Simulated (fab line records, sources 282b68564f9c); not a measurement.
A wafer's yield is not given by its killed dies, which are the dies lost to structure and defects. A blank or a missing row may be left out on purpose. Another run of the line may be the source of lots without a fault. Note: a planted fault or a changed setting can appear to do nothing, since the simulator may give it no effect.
A lot that was struck, set against a sound lot + flow rit cmos + 15 out of 202 route steps
Sound: the wafers L879.2, L879.5, L879.6. Wafers struck: L871.2, L871.3, L871.5. The cause is named last.
For every step that has rows: the tool of each side, followed by ch and its chambers, followed by its first start. Under that, the readings that differ: sound wafers + struck wafers + difference of the means + sigmas: that difference in standard deviations of wafers without a fault.
alike: words and numbers the same on both sides, and readings whose means are apart by under 2 such deviations; not compared: readings that were withheld, readings missing a value for some wafer, numbers with overlapping values and no deviation given by the record, and bounds like >300 which may hide the same value.
A row with sigmas, a row that says differs or no value, or rows on one side alone: a step with any of these is where the two part. Numbers that don't overlap but have no deviation are shown without sigmas and don't part them. A reading that every wafer of one side lacks parts them only if that side has two wafers or more.

RIT_CONTACT_CVD_00: deposits SiO2 from TEOS, target thk 400 nm, time 61 s.
  sound on pecvd-03 ch 0,1,2, day 6 18:17; struck on pecvd-02 ch 0,1,2, day 5 04:51
  alike: heater power w
RIT_CONTACT_THK_MEAS_01:
  sound: film metro-03 at day 6 18:20; struck: film metro-01 at day 5 04:55
  alike: CONTACT_TEOS_THK
then, 6 steps without rows for these wafers: RIT_CONTACT_HMDS_02 (prime time 60 s); RIT_CONTACT_COAT_03 (resist thk 1000 nm); RIT_CONTACT_SOFTBAKE_04 (time 60 s); RIT_CONTACT_EXPOSE_05 (exposes mask M11, target cd 1000 nm); RIT_CONTACT_PEB_06; RIT_CONTACT_DEVELOP_07 (develop time 120 s).
RIT_CONTACT_CD_MEAS_08: target cd 1000 nm.
  sound: cd sem-01 at day 6 19:33; struck: cd sem-01 at day 5 06:06
  alike: cd nm
RIT_CONTACT_OVL_MEAS_09:
  sound: overlay-02 at day 6 19:40; struck: overlay-01 at day 5 06:12
  alike: CONTACT_OVL
then, 1 step without rows for these wafers: RIT_CONTACT_HARDBAKE_10 (time 60 s).
RIT_CONTACT_ETCH_11: etches SiO2 in CHF3/CF4/Ar, stops on TiSi2, target depth 480 nm, time 320 s.
  sound on rie diel-03 ch 2,3, day 6 19:50; struck on rie diel-03 ch 0,1,2, day 5 06:23
  alike: CHF3_flow_sccm, O2_flow_sccm, drypump motor current A, oes product au, throttle valve pct
  not compared: rf hours counter h
RIT_CONTACT_STRIP_12: strips in O2, time 180 s.
  sound on plasma asher-03 ch 0,1, day 6 20:02; struck on plasma asher-04 ch 0,1, day 5 06:35
  no value came back on the struck wafers for chamber pressure mTorr (mTorr), drypump motor current A (A); on the sound wafers chamber pressure mTorr (mTorr) reads 4003 3999 4006
| reading                                      | sound | struck            | difference | sigmas |
|----------------------------------------------|-------|-------------------|------------|--------|
| model.NOVOLAK_of_CONTACT_COAT_03.thk nm (nm) | 0 0 0 | 767.1 766.1 765.2 | +766.1     |        |
  not compared: rf hours counter h
RIT_CONTACT_CD_MEAS_90: target cd 1000 nm.
  sound: cd sem-01 at day 6 20:14; struck: cd sem-01 at day 5 06:46
  alike: cd nm
RIT_M1_PROBE_99:
  sound: prober-02 at day 7 01:08; struck: prober-02 at day 5 11:26
| reading            | sound | struck      | difference | sigmas      |
|--------------------|-------|-------------|------------|-------------|
| killed_at_M0_to_M3 | 1 0 0 | 259 259 253 | +257       | +99 or more |
| killed dies        | 6 9 9 | 264 264 264 | +256       | +80         |
| killed on rim      | 1 3 0 | 70 70 70    | +69        | +46         |
  alike: killed at contacts, killed at front end, killed open, killed short

## WHERE THEY PART
Last at RIT_M1_PROBE_99 as far as this record goes, first at RIT_CONTACT_STRIP_12.

WHY: what had been put in by the simulator
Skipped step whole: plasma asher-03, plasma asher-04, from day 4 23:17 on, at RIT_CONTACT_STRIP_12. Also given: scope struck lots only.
